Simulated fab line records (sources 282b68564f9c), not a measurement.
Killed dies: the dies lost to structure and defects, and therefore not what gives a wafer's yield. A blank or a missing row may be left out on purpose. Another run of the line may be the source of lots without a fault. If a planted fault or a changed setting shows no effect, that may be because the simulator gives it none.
Split-lot trial :: flow rit-cmos :: 23 wafers read from 5 lots, route of 202 steps

== ABOUT THE SPLIT ==
At RIT_NLDD_SOFTBAKE_02 (time 60 s), the setting temp-c was moved away from the recipe's 90 C on 10 of the 23 wafers read, by -4.2% to +3.2%. This setting was run at the recipe's value on the other wafers.

== FROM THE SPLIT TO THE READING: what the file shows between them, 2 steps ==
- RIT_NLDD_EXPOSE_03: exposes mask M7, target cd 40700 nm
- RIT_NLDD_PEB_04

== THE READING ==
NOVOLAK_of_NLDD_COAT_01.thk-nm (the simulator's own value, which no gauge read), in nm, at RIT_NLDD_DEVELOP_05 (develop time 50 s). There is no usual value for it anywhere in the file. The 13 wafers here that ran the recipe average 997.6 nm, standard deviation 2.4 nm.

wafer: L075.2
tool, chamber at the split: litho-track-04, 0
temp-c as run, C: 90
against the recipe: recipe
NOVOLAK_of_NLDD_COAT_01.thk-nm, nm: 996.7
against lot-mates on the recipe: -

wafer: L075.3
tool, chamber at the split: litho-track-04, 0
temp-c as run, C: 90
against the recipe: recipe
NOVOLAK_of_NLDD_COAT_01.thk-nm, nm: 997.6
against lot-mates on the recipe: -

wafer: L075.4
tool, chamber at the split: litho-track-04, 0
temp-c as run, C: 92.28
against the recipe: +2.5%
NOVOLAK_of_NLDD_COAT_01.thk-nm, nm: 988.4
against lot-mates on the recipe: -8.8

wafer: L075.5
tool, chamber at the split: litho-track-04, 0
temp-c as run, C: 92.28
against the recipe: +2.5%
NOVOLAK_of_NLDD_COAT_01.thk-nm, nm: 989.7
against lot-mates on the recipe: -7.5

wafer: L075.6
tool, chamber at the split: litho-track-04, 0
temp-c as run, C: 92.28
against the recipe: +2.5%
NOVOLAK_of_NLDD_COAT_01.thk-nm, nm: 991.5
against lot-mates on the recipe: -5.7

wafer: L077.1
tool, chamber at the split: litho-track-03, 0
temp-c as run, C: 90
against the recipe: recipe
NOVOLAK_of_NLDD_COAT_01.thk-nm, nm: 999.5
against lot-mates on the recipe: -

wafer: L077.2
tool, chamber at the split: litho-track-03, 0
temp-c as run, C: 92.91
against the recipe: +3.2%
NOVOLAK_of_NLDD_COAT_01.thk-nm, nm: 992.8
against lot-mates on the recipe: -5.7

wafer: L077.4
tool, chamber at the split: litho-track-03, 0
temp-c as run, C: 90
against the recipe: recipe
NOVOLAK_of_NLDD_COAT_01.thk-nm, nm: 997.5
against lot-mates on the recipe: -

wafer: L077.5
tool, chamber at the split: litho-track-03, 0
temp-c as run, C: 92.91
against the recipe: +3.2%
NOVOLAK_of_NLDD_COAT_01.thk-nm, nm: 990.3
against lot-mates on the recipe: -8.2

wafer: L077.6
tool, chamber at the split: litho-track-03, 0
temp-c as run, C: 92.91
against the recipe: +3.2%
NOVOLAK_of_NLDD_COAT_01.thk-nm, nm: 989.6
against lot-mates on the recipe: -8.9

wafer: L079.1
tool, chamber at the split: litho-track-01, 0
temp-c as run, C: 90
against the recipe: recipe
NOVOLAK_of_NLDD_COAT_01.thk-nm, nm: 995.9
against lot-mates on the recipe: -

wafer: L079.2
tool, chamber at the split: litho-track-01, 0
temp-c as run, C: 90
against the recipe: recipe
NOVOLAK_of_NLDD_COAT_01.thk-nm, nm: 993.7
against lot-mates on the recipe: -

wafer: L079.3
tool, chamber at the split: litho-track-01, 0
temp-c as run, C: 86.26
against the recipe: -4.2%
NOVOLAK_of_NLDD_COAT_01.thk-nm, nm: 1005
against lot-mates on the recipe: +11.0

wafer: L079.4
tool, chamber at the split: litho-track-01, 0
temp-c as run, C: 86.26
against the recipe: -4.2%
NOVOLAK_of_NLDD_COAT_01.thk-nm, nm: 1005
against lot-mates on the recipe: +11.0

wafer: L079.5
tool, chamber at the split: litho-track-01, 0
temp-c as run, C: 90
against the recipe: recipe
NOVOLAK_of_NLDD_COAT_01.thk-nm, nm: 992.3
against lot-mates on the recipe: -

wafer: L083.1
tool, chamber at the split: litho-track-04, 0
temp-c as run, C: 90
against the recipe: recipe
NOVOLAK_of_NLDD_COAT_01.thk-nm, nm: 1001
against lot-mates on the recipe: -

wafer: L083.5
tool, chamber at the split: litho-track-04, 0
temp-c as run, C: 90
against the recipe: recipe
NOVOLAK_of_NLDD_COAT_01.thk-nm, nm: 1001
against lot-mates on the recipe: -

wafer: L083.3
tool, chamber at the split: litho-track-04, 0
temp-c as run, C: 90
against the recipe: recipe
NOVOLAK_of_NLDD_COAT_01.thk-nm, nm: 997.9
against lot-mates on the recipe: -

wafer: L085.1
tool, chamber at the split: litho-track-01, 0
temp-c as run, C: 90
against the recipe: recipe
NOVOLAK_of_NLDD_COAT_01.thk-nm, nm: 999.2
against lot-mates on the recipe: -

wafer: L085.2
tool, chamber at the split: litho-track-01, 0
temp-c as run, C: 92.3
against the recipe: +2.6%
NOVOLAK_of_NLDD_COAT_01.thk-nm, nm: 993
against lot-mates on the recipe: -5.4

wafer: L085.3
tool, chamber at the split: litho-track-01, 0
temp-c as run, C: 90
against the recipe: recipe
NOVOLAK_of_NLDD_COAT_01.thk-nm, nm: 998.1
against lot-mates on the recipe: -

wafer: L085.4
tool, chamber at the split: litho-track-01, 0
temp-c as run, C: 90
against the recipe: recipe
NOVOLAK_of_NLDD_COAT_01.thk-nm, nm: 997.9
against lot-mates on the recipe: -

wafer: L085.6
tool, chamber at the split: litho-track-01, 0
temp-c as run, C: 92.3
against the recipe: +2.6%
NOVOLAK_of_NLDD_COAT_01.thk-nm, nm: 989.6
against lot-mates on the recipe: -8.8

FIT RESULTS
A straight line over all 23 wafers: NOVOLAK_of_NLDD_COAT_01.thk-nm changes by -2.14 nm for each +1% of temp-c; r = -0.89; the points scatter about the line by 2.3 nm.
The same after taking each lot's own level away (the mean of its wafers on the recipe; 23 wafers): -2.62 nm for each +1%; r = -0.97; scatter 1.3 nm.
On that fit, the largest move of temp-c shifts the reading by 11 nm.
The span of the lots' own levels, 993.97 to 999.97 nm, comes to 2.5 times the standard deviation stated above.
In other words, the slope is changed by the lot-to-lot level; the two fits disagree.
Check: with one of the wafers moved furthest among these (-4.2%) left out of the fit, the line predicts +10.8 nm for it against its lot-mates. Against them it came out at +11 nm.

== FURTHER SPLITS ON THESE WAFERS ==
Other splits were also applied to these wafers ahead of the reading. Each is held against what the fit with the lots' levels taken away leaves over:
other split on the same wafers: RIT_PRETRO_DEVELOP_05 dev-temp-c
wafers away from the commonest value: 11
r with NOVOLAK_of_NLDD_COAT_01.thk-nm (lot level and that fit taken away): +0.05

other split on the same wafers: RIT_GATE_OXIDATION_05 ox-time-s
wafers away from the commonest value: 15
r with NOVOLAK_of_NLDD_COAT_01.thk-nm (lot level and that fit taken away): -0.18

other split on the same wafers: RIT_GATE_COAT_11 resist-thk-nm
wafers away from the commonest value: 5
r with NOVOLAK_of_NLDD_COAT_01.thk-nm (lot level and that fit taken away): -0.11

other split on the same wafers: RIT_GATE_STRIP_20 o2-flow-sccm
wafers away from the commonest value: 9
r with NOVOLAK_of_NLDD_COAT_01.thk-nm (lot level and that fit taken away): +0.01

== FILE'S OWN FIT ==
NOVOLAK_of_NLDD_COAT_01.thk-nm changes by -2.65 nm for each +1% of temp-c, r = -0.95.
